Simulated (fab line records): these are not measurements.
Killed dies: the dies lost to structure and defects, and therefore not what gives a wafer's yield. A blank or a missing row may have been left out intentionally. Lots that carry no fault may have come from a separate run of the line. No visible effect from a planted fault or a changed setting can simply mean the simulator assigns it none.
Struck lot and sound lot, side by side + flow ritCmos + 18 steps out of a route of 202
Sound: these wafers, L571.1, L571.2, L571.5. Wafers struck: L588.1, L588.3, L588.5. The cause is given at the end.
At each step with rows: each side's tool, then ch and its chambers, then its first start. Under that, the readings that differ: sound wafers + struck wafers + difference of the means + sigmas: that difference in standard deviations of wafers without a fault.
alike: same words and numbers on both sides, and readings whose means sit less than 2 such deviations apart. not compared: any withheld reading, any reading some wafer has no value for, any bound like >300 that may hide the same value, and any number with overlapping values for which the record gives no deviation.
A row with sigmas, a row that says differs or no value, or rows on one side alone: a step with any of these is where the two part. Non-overlapping numbers with no deviation appear without sigmas and do not part them. A reading missing from all wafers of one side parts the sides only when that side holds two or more wafers.

first, 1 step without rows for these wafers: RIT_PWELL_DEVELOP_05 (develop time 68 s).
RIT_PWELL_OVL_MEAS_06:
  struck on overlay-02, day 5 11:29; sound on overlay-02, day 1 22:07
  alike: PWELL_OVL
then, 2 steps without rows for these wafers: RIT_PWELL_HARDBAKE_07 (time 120 s); RIT_PWELL_IMPLANT_08.
RIT_PWELL_STRIP_09: strips in O2, time 180 s.
  sound on plasmaAsher-02 ch 0,1, day 1 22:39; struck on plasmaAsher-02 ch 1, day 5 11:55
  alike: drypumpMotorCurrentA
  not compared: rfHoursCounterH
RIT_PWELL_TW_MEAS_10:
  struck on filmMetro-01, day 5 12:06; sound on filmMetro-04, day 1 22:49
  alike: PWELL_TW
then, 1 step without rows for these wafers: RIT_WELLDRIVE_ANNEAL_00 (time 14700 s).
RIT_WELLDRIVE_RS_MEAS_01: a four-point-probe measurement.
  struck on filmMetro-04, day 5 17:28; sound on filmMetro-04, day 2 03:58
  alike: NWELL_RS
RIT_WELLDRIVE_RS_MEAS_02: a four-point-probe measurement.
  struck on filmMetro-04, day 5 17:35; sound on filmMetro-04, day 2 04:05
  alike: PWELL_RS
then, 3 steps without rows for these wafers: RIT_NRETRO_HMDS_00 (prime time 60 s); RIT_NRETRO_COAT_01 (resist thk 1300 nm); RIT_NRETRO_SOFTBAKE_02 (time 60 s).
RIT_NRETRO_EXPOSE_03: exposes mask M4, target cd 43900 nm.
  sound on ilineStepper-01 ch 0, day 2 04:39; struck on ilineStepper-01 ch 0, day 5 18:09
| reading                      | sound                | struck               | difference | sigmas |
|------------------------------|----------------------|----------------------|------------|--------|
| model.NRETRO.overlayXNm (nm) | 0.9684 0.9684 0.9684 | -181.7 -181.7 -181.7 | -182.7     |        |
  alike: mask, stageVelMmS
then, 2 steps without rows for these wafers: RIT_NRETRO_PEB_04; RIT_NRETRO_DEVELOP_05 (develop time 68 s).
RIT_NRETRO_OVL_MEAS_06:
  struck on overlay-01, day 5 18:35; sound on overlay-02, day 2 05:05
| reading         | sound       | struck               | difference | sigmas      |
|-----------------|-------------|----------------------|------------|-------------|
| NRETRO_OVL (nm) | 1.8 1.6 1.1 | -179.2 -181.5 -180.9 | -182.0     | -99 or more |
then, 1 step without rows for these wafers: RIT_NRETRO_HARDBAKE_07 (time 120 s).
RIT_M1_PROBE_99:
  struck on prober-02, day 7 03:01; sound on prober-01, day 3 08:31
| reading                               | sound               | struck               | difference | sigmas |
|---------------------------------------|---------------------|----------------------|------------|--------|
| model.etest.retroEdgePmos.offLog10AUm | -10.34 -10.5 -10.22 | -9.008 -8.985 -9.047 | +1.340     |        |
| model.etest.retroEdgeNmos.offLog10AUm | -10.12 -9.92 -9.919 | -8.636 -8.608 -9.041 | +1.225     |        |
  alike: killedAtContacts, killedAtFrontEnd, killedDies, killedOpen, killedShort

## WHERE THEY PART
At RIT_NRETRO_OVL_MEAS_06 and nowhere else, as far as this record goes. Later steps at which nothing parts them and some readings are alike: RIT_M1_PROBE_99.

WHY: the cause the simulator had injected
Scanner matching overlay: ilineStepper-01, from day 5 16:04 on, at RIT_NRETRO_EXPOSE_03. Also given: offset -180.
